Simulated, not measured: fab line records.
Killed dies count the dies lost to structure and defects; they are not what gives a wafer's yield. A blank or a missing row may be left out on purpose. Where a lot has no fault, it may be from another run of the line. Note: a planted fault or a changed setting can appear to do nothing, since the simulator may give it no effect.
Which tool did it? / flow berkeleyCmos170 / 42 wafers from 14 lots sampled at 4 of the route's 331 steps

== WHAT EACH GAUGE READ, for each wafer ==
UCB170_SILICIDE_RS_MEAS_02: measurement is done with a four-point probe. Usual: SILICIDE_TI_RS typically reads 26.1 ohm/sq, with standard deviation 0.33.
lot=L418; measured=day 8 15:08; on=filmMetro-01; SILICIDE_TI_RS (ohm/sq)=25.9 25.8 25.5; flag=
lot=L419; measured=day 8 15:19; on=filmMetro-03; SILICIDE_TI_RS (ohm/sq)=25.2 25.4 25.8; flag=
lot=L421; measured=day 9 10:13; on=filmMetro-03; SILICIDE_TI_RS (ohm/sq)=26.0 25.7 25.9; flag=
lot=L423; measured=day 9 10:10; on=filmMetro-01; SILICIDE_TI_RS (ohm/sq)=25.9 25.7 26.4; flag=
lot=L424; measured=day 9 10:27; on=filmMetro-04; SILICIDE_TI_RS (ohm/sq)=25.8 26.1 25.8; flag=
lot=L430; measured=day 11 01:14; on=filmMetro-01; SILICIDE_TI_RS (ohm/sq)=25.8 25.7 25.7; flag=
lot=L432; measured=day 11 06:25; on=filmMetro-01; SILICIDE_TI_RS (ohm/sq)=26.5 26.6 26.2; flag=
lot=L433; measured=day 11 06:45; on=filmMetro-01; SILICIDE_TI_RS (ohm/sq)=26.2 26.4 26.2; flag=
lot=L434; measured=day 12 09:41; on=filmMetro-01; SILICIDE_TI_RS (ohm/sq)=26.5 26.1 26.1; flag=
lot=L435; measured=day 12 10:27; on=filmMetro-03; SILICIDE_TI_RS (ohm/sq)=26.1 26.1 26.0; flag=
lot=L436; measured=day 12 09:58; on=filmMetro-01; SILICIDE_TI_RS (ohm/sq)=26.4 26.7 26.4; flag=
lot=L437; measured=day 12 09:25; on=filmMetro-04; SILICIDE_TI_RS (ohm/sq)=25.9 26.1 25.9; flag=
lot=L438; measured=day 12 10:26; on=filmMetro-04; SILICIDE_TI_RS (ohm/sq)=26.3 26.1 26.3; flag=
lot=L440; measured=day 12 12:23; on=filmMetro-01; SILICIDE_TI_RS (ohm/sq)=25.8 26.1 25.9; flag=

UCB170_M1_CD_MEAS_90: target cd 700 nm. Usual: cdNm 701.3 nm, standard deviation 2.6.
lot=L418; measured=day 8 21:32; on=cdSem-02; cdNm (nm)=702.4 701.5 699.2; flag=
lot=L419; measured=day 8 21:49; on=cdSem-01; cdNm (nm)=703.8 702.8 702.4; flag=
lot=L421; measured=day 9 19:25; on=cdSem-02; cdNm (nm)=698.3 693.5 696.1; flag=
lot=L423; measured=day 9 20:02; on=cdSem-01; cdNm (nm)=702.9 702.3 703.5; flag=
lot=L424; measured=day 9 19:40; on=cdSem-02; cdNm (nm)=699.8 700.2 701.4; flag=
lot=L430; measured=day 11 09:16; on=cdSem-01; cdNm (nm)=705.2 706.3 707.0; flag=
lot=L432; measured=day 11 16:10; on=cdSem-01; cdNm (nm)=702.8 702.5 702.8; flag=
lot=L433; measured=day 11 17:17; on=cdSem-02; cdNm (nm)=697.5 703.2 698.4; flag=
lot=L434; measured=day 12 20:40; on=cdSem-02; cdNm (nm)=703.0 703.3 700.4; flag=
lot=L435; measured=day 12 20:11; on=cdSem-02; cdNm (nm)=703.9 702.4 701.5; flag=
lot=L436; measured=day 12 21:27; on=cdSem-01; cdNm (nm)=705.7 708.8 705.3; flag=
lot=L437; measured=day 12 16:39; on=cdSem-02; cdNm (nm)=698.5 699.1 699.0; flag=
lot=L438; measured=day 12 21:18; on=cdSem-01; cdNm (nm)=698.5 701.1 701.1; flag=
lot=L440; measured=day 12 21:52; on=cdSem-02; cdNm (nm)=701.8 700.7 702.6; flag=

UCB170_M3_OVL_MEAS_16. Usual: M3_OVL typically reads -2 nm, with standard deviation 5.3.
lot=L418; measured=day 9 17:35; on=overlay-01; M3_OVL (nm)=-3 -7 -2; flag=
lot=L419; measured=day 9 17:52; on=overlay-01; M3_OVL (nm)=-2 -9 -9; flag=
lot=L421; measured=day 10 07:22; on=overlay-01; M3_OVL (nm)=-9 -5 -4; flag=
lot=L423; measured=day 10 09:07; on=overlay-01; M3_OVL (nm)=1 -3 2; flag=
lot=L424; measured=day 10 09:01; on=overlay-02; M3_OVL (nm)=3 1 0; flag=
lot=L430; measured=day 12 04:02; on=overlay-02; M3_OVL (nm)=1 -4 -2; flag=
lot=L432; measured=day 12 05:20; on=overlay-02; M3_OVL (nm)=-4 -4 -2; flag=
lot=L433; measured=day 12 08:16; on=overlay-01; M3_OVL (nm)=0 5 5; flag=
lot=L434; measured=day 13 13:32; on=overlay-02; M3_OVL (nm)=-6 -7 -10; flag=
lot=L435; measured=day 13 10:59; on=overlay-02; M3_OVL (nm)=-7 -9 -8; flag=
lot=L436; measured=day 13 17:41; on=overlay-01; M3_OVL (nm)=1 2 2; flag=
lot=L437; measured=day 13 06:38; on=overlay-02; M3_OVL (nm)=-9 -4 -12; flag=
lot=L438; measured=day 13 15:52; on=overlay-02; M3_OVL (nm)=2 6 3; flag=
lot=L440; measured=day 13 17:31; on=overlay-02; M3_OVL (nm)=-7 -7 -3; flag=

== WHAT TOOL EACH LOT RAN ON (gives the tool, then ch and the chambers of the sampled wafers, and finally the start) ==
lot=L418; UCB170_FIELD_OXIDATION_01=furnace-04 ch 0, day 5 14:05
lot=L419; UCB170_FIELD_OXIDATION_01=furnace-04 ch 0, day 5 14:05
lot=L421; UCB170_FIELD_OXIDATION_01=furnace-01 ch 0, day 6 01:05
lot=L423; UCB170_FIELD_OXIDATION_01=furnace-01 ch 0, day 6 10:58
lot=L424; UCB170_FIELD_OXIDATION_01=furnace-01 ch 0, day 6 10:58
lot=L430; UCB170_FIELD_OXIDATION_01=furnace-04 ch 0, day 7 22:17
lot=L432; UCB170_FIELD_OXIDATION_01=furnace-02 ch 0, day 8 23:31
lot=L433; UCB170_FIELD_OXIDATION_01=furnace-02 ch 0, day 8 23:31
lot=L434; UCB170_FIELD_OXIDATION_01=furnace-01 ch 0, day 9 12:07
lot=L435; UCB170_FIELD_OXIDATION_01=furnace-01 ch 0, day 9 12:07
lot=L436; UCB170_FIELD_OXIDATION_01=furnace-01 ch 0, day 9 12:07
lot=L437; UCB170_FIELD_OXIDATION_01=furnace-01 ch 0, day 9 12:07
lot=L438; UCB170_FIELD_OXIDATION_01=furnace-04 ch 0, day 9 20:15
lot=L440; UCB170_FIELD_OXIDATION_01=furnace-04 ch 0, day 9 20:15
- UCB170_FIELD_OXIDATION_01: target thk 558.3 nm, ox time 7200 s.

== WHAT THE TOOLS THEMSELVES READ (means of the sampled wafers that have a number; where no wafer has one, the mark that the record gives instead) ==
UCB170_FIELD_OXIDATION_01. Usual: zonePowerLoadPct 35.5 %, standard deviation 1.3.
lot=L418; tool=furnace-04; zonePowerLoadPct (%)=36.7; flag=
lot=L419; tool=furnace-04; zonePowerLoadPct (%)=36.3; flag=
lot=L421; tool=furnace-01; zonePowerLoadPct (%)=35.8; flag=
lot=L423; tool=furnace-01; zonePowerLoadPct (%)=35.9; flag=
lot=L424; tool=furnace-01; zonePowerLoadPct (%)=35.7; flag=
lot=L430; tool=furnace-04; zonePowerLoadPct (%)=36.0; flag=
lot=L432; tool=furnace-02; zonePowerLoadPct (%)=32.5; flag=
lot=L433; tool=furnace-02; zonePowerLoadPct (%)=32.3; flag=
lot=L434; tool=furnace-01; zonePowerLoadPct (%)=35.7; flag=
lot=L435; tool=furnace-01; zonePowerLoadPct (%)=35.7; flag=
lot=L436; tool=furnace-01; zonePowerLoadPct (%)=35.9; flag=
lot=L437; tool=furnace-01; zonePowerLoadPct (%)=35.8; flag=
lot=L438; tool=furnace-04; zonePowerLoadPct (%)=36.2; flag=
lot=L440; tool=furnace-04; zonePowerLoadPct (%)=36.0; flag=

== THE ANSWER, worked out from the rows above alone ==
Rule: lot off if the mean of its wafers having a number is beyond 3 standard deviations from the usual mean. A lot without any number at a reading at which 4 lots or more have one is off too. The other lots that the step has rows for count as sound. After the gauges, taken in route order, come the tools' own readings; for these a lot's mean is taken, as printed above. At the first step where some lot is off, the reading lying furthest off is the one used; lots without a number count as furthest.
No lot is off on any of the readings shown, so nothing can be concluded from this.

== WHAT THE SIMULATOR PUT IN ==
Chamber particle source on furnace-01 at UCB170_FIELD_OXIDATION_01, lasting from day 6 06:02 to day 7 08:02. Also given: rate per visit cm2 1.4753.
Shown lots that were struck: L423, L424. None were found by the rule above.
